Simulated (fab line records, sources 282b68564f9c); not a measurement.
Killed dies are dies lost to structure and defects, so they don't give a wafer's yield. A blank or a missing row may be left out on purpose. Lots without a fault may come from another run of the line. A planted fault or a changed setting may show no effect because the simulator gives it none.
fab line records | flow rit_cmos
record lots=5 wafers=15 last_day=7
route steps=202 shown NRETRO@61 PRETRO@64
lots that met no fault: from a run of the same line without faults
start_h: hours from the record's first day to the start of the lot's first wafer shown | wait_h: hours since the lot's step before | " the same as in the row above | L1.1+2: a row that stands for several wafers | - no value, or no start given | * or withheld: withheld | < > ~ a bound
route shown NAME@n: a module of which the file shows steps, and the number in the route of the first | usual: mean/standard deviation of fault-free wafers | same: alike in all rows | chamber/n: place in a boat | sites: the reading at each site | _std_site: their standard deviation | _edge_site: outer sites' mean less inner sites' | radius_mm: how far each site lies from the wafer's centre | mask NAME#n: copy n | behind: the tool/chamber that last shaped the wafer | hold: why the lot was held/for how many hours/how that ended | device: the transistor (n, p or np) that didn't switch | end of line: the same wafers' tests at the end of the route | a step without rows: its recipe alone | killed: dies lost to structure and defects at the first sort, not the wafer's yield | map: a wafer's dies, x killed, . not, _ none there
set.NAME: the setting as run; set.NAME@STEP: as run at that earlier step | model.NAME: the simulator's own value behind a step, which no gauge read
lots at some steps of the route; a table a step, a row a wafer
services: from which hour (start_h, from the record's first day; less than 0 if before it) a tool's chamber was out of use, for how many hours, and why
## steps
# step RIT_NRETRO_IMPLANT_08
# recipe species=P energy_kev=70 dose_cm2=1e+13 tilt_deg=7
# step RIT_NRETRO_STRIP_09
# recipe chemistry=O2 time_s=180 resist=NOVOLAK platen_temp_c=withheld power_w=500 pressure_mtorr=4000 o2_flow_sccm=4000
# usual chamber_pressure_mTorr=4000/3.8 drypump_motor_current_A=5.6/0.38 run_length_s=208.0/0.32
# columns lot.wafer tool chamber start_h wait_h chamber_pressure_mTorr drypump_motor_current_A rf_hours_counter_h run_length_s
L867.4 plasma_asher-02 0 60.39 0.1 4002 5.6 - 207.9
L867.5 " 0 " " 4002 5.6 - 207.7
L867.6 " 1 " " 4006 5.7 - 207.9
L869.4 plasma_asher-02 1 70.06 0.1 4002 5.7 - 207.5
L869.5 " 1 " " 4001 5.7 - 207.7
L869.6 " 0 " " 3998 5.6 - 208.1
L876.4 plasma_asher-02 1 104.64 0.1 4001 5.7 - 208.0
L876.5 " 0 " " 4009 5.6 - 207.9
L876.6 " 1 " " 4002 5.7 - 207.5
L880.1 plasma_asher-03 1 128.37 0.1 4002 6.0 1 208.1
L880.3 " 1 " " 4006 5.9 - 207.9
L880.6 " 1 " " 4004 6.0 - 207.5
L882.1 plasma_asher-02 1 140.07 0.1 3998 5.7 34 207.6
L882.3 " 0 " " 3992 5.6 - 208.0
L882.6 " 0 " " 4002 5.6 - 208.1
# step RIT_NRETRO_TW_MEAS_10
# usual NRETRO_TW=1055/6.8
# columns lot.wafer tool chamber start_h wait_h NRETRO_TW
L867.4 film_metro-04 - 60.54 0.1 1060
L867.5 " - " " 1055
L867.6 " - " " 1055
L869.4 film_metro-01 - 70.21 0.1 1066
L869.5 " - " " 1062
L869.6 " - " " 1061
L876.4 film_metro-04 - 104.79 0.1 1063
L876.5 " - " " 1060
L876.6 " - " " 1060
L880.1 film_metro-04 - 128.55 0.1 1050
L880.3 " - " " 1055
L880.6 " - " " 1049
L882.1 film_metro-04 - 140.25 0.1 1056
L882.3 " - " " 1048
L882.6 " - " " 1050
# step RIT_PRETRO_HMDS_00
# recipe prime_time_s=60 prime_temp_c=140
# step RIT_PRETRO_COAT_01
# recipe resist=NOVOLAK spin_rpm=2000 resist_thk_nm=1300
# step RIT_PRETRO_SOFTBAKE_02
# recipe resist=NOVOLAK temp_c=90 time_s=60
# step RIT_PRETRO_EXPOSE_03
# recipe mask_id=M5 na=0.57 target_cd_nm=43700 dose_mj=250
# step RIT_PRETRO_PEB_04
# recipe resist=NOVOLAK temp_c=withheld time_s=withheld
# step RIT_PRETRO_DEVELOP_05
# recipe resist=NOVOLAK develop_time_s=68 dev_temp_c=23
# step RIT_PRETRO_OVL_MEAS_06
# usual PRETRO_OVL=0.4/1.3
# columns lot.wafer tool chamber start_h wait_h PRETRO_OVL[nm]
L867.4 overlay-01 - 61.59 - 0.9
L867.5 " - " " 0.8
L867.6 " - " " 1.6
L869.4 overlay-02 - 71.26 - 2.7
L869.5 " - " " 2.9
L869.6 " - " " 2.0
L876.4 overlay-02 - 105.84 - -2.9
L876.5 " - " " -2.6
L876.6 " - " " -2.3
L880.1 overlay-02 - 129.49 - -1.3
L880.3 " - " " 0.3
L880.6 " - " " -0.6
L882.1 overlay-01 - 141.40 - 1.9
L882.3 " - " " 0.8
L882.6 " - " " 0.9
# step RIT_PRETRO_HARDBAKE_07
# recipe resist=NOVOLAK temp_c=140 time_s=120
# step RIT_PRETRO_IMPLANT_08
# recipe species=B energy_kev=45 dose_cm2=1.226e+13 tilt_deg=7
# step RIT_PRETRO_STRIP_09
# recipe chemistry=O2 time_s=180 resist=NOVOLAK platen_temp_c=withheld power_w=500 pressure_mtorr=4000 o2_flow_sccm=4000
# usual chamber_pressure_mTorr=4000/3.4 drypump_motor_current_A=5.5/0.48 run_length_s=208.1/0.39
# columns lot.wafer tool chamber start_h wait_h chamber_pressure_mTorr drypump_motor_current_A rf_hours_counter_h run_length_s model.NOVOLAK_of_PRETRO_COAT_01.thk_nm
L867.4 plasma_asher-03 1 62.07 0.1 3993 6.0 - 207.7 0
L867.5 " 1 " " 3999 6.0 - 207.5 0
L867.6 " 0 " " 3997 5.0 - 208.0 0
L869.4 plasma_asher-04 1 71.74 0.1 4000 6.1 - 208.1 0
L869.5 " 1 " " 4002 6.1 - 208.0 0
L869.6 " 0 " " 4002 4.9 - 208.4 0
L876.4 plasma_asher-04 1 106.32 0.1 4001 6.1 - 27.1 678.1
L876.5 " 0 " " 4003 5.0 - 27.4 674.3
L876.6 " 1 " " 4006 6.1 - 27.3 675.3
L880.1 plasma_asher-01 0 130.07 0.1 3999 5.1 51 208.6 0
L880.3 " 0 " " 4000 5.1 - 208.9 0
L880.6 " 0 " " 3999 5.1 - 208.4 0
L882.1 plasma_asher-01 1 141.87 0.1 4002 5.9 52 207.7 0
L882.3 " 0 " " 4002 5.1 - 209.2 0
L882.6 " 0 " " 3997 5.1 - 208.8 0
# step RIT_PRETRO_TW_MEAS_10
# usual PRETRO_TW=480/6.4
# columns lot.wafer tool chamber start_h wait_h PRETRO_TW
L867.4 film_metro-01 - 62.21 0.1 487
L867.5 " - " " 488
L867.6 " - " " 488
L869.4 film_metro-01 - 71.89 0.1 485
L869.5 " - " " 483
L869.6 " - " " 485
L876.4 film_metro-04 - 106.46 0.1 483
L876.5 " - " " 485
L876.6 " - " " 482
L880.1 film_metro-01 - 130.25 0.1 482
L880.3 " - " " 483
L880.6 " - " " 481
L882.1 film_metro-04 - 142.04 0.1 480
L882.3 " - " " 479
L882.6 " - " " 480
## services
# columns tool chamber start_h hours kind
plasma_asher-02 - 86.70 8.5 repair
plasma_asher-02 - 108.22 1.9 repair
plasma_asher-03 - 108.75 9.0 pm
plasma_asher-03 0 108.75 9.0 vent_cycle
plasma_asher-03 1 108.75 9.0 vent_cycle
plasma_asher-01 - 115.41 1.7 repair
plasma_asher-03 0 117.75 - clean
plasma_asher-03 1 117.75 - clean
plasma_asher-04 - 119.81 1.1 repair
plasma_asher-03 - 129.50 4.1 repair
plasma_asher-03 - 135.38 6.6 repair
## key
first_sign step=RIT_PRETRO_STRIP_09 reading=run_length_s direction=down sigmas=99+ usual=* struck=*
effect none on later readings
model_effect step=RIT_PRETRO_STRIP_09 value=NOVOLAK_of_PRETRO_COAT_01.thk_nm without=0 struck=675.9
met_at RIT_PRETRO_STRIP_09
struck_wafers L876.4,L876.5,L876.6
later_rows_left_out L876.4,L876.5,L876.6
sort_left_out L876.4,L876.5,L876.6
tester_left_out L876
onset_between 71.74 106.32
fault kind=strip_aborted tool=plasma_asher-04 chamber=- onset_h=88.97 steps=RIT_PRETRO_STRIP_09 offset=0.85 end_h=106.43
# tester_left_out: of these lots the tester's yield and bins aren't shown, on N5 and GAA mostly nor the transistor test; their killed dies are dies lost to structure and defects alone, not to doping, threshold or leakage, so they don't give the yield
# sort_left_out: the simulated sort isn't trusted on such a fault, so these wafers' sort isn't shown, and their yield isn't known
# later_rows_left_out: the simulator's readings of these wafers behind a module that went badly wrong aren't trusted and aren't shown, but for the sort
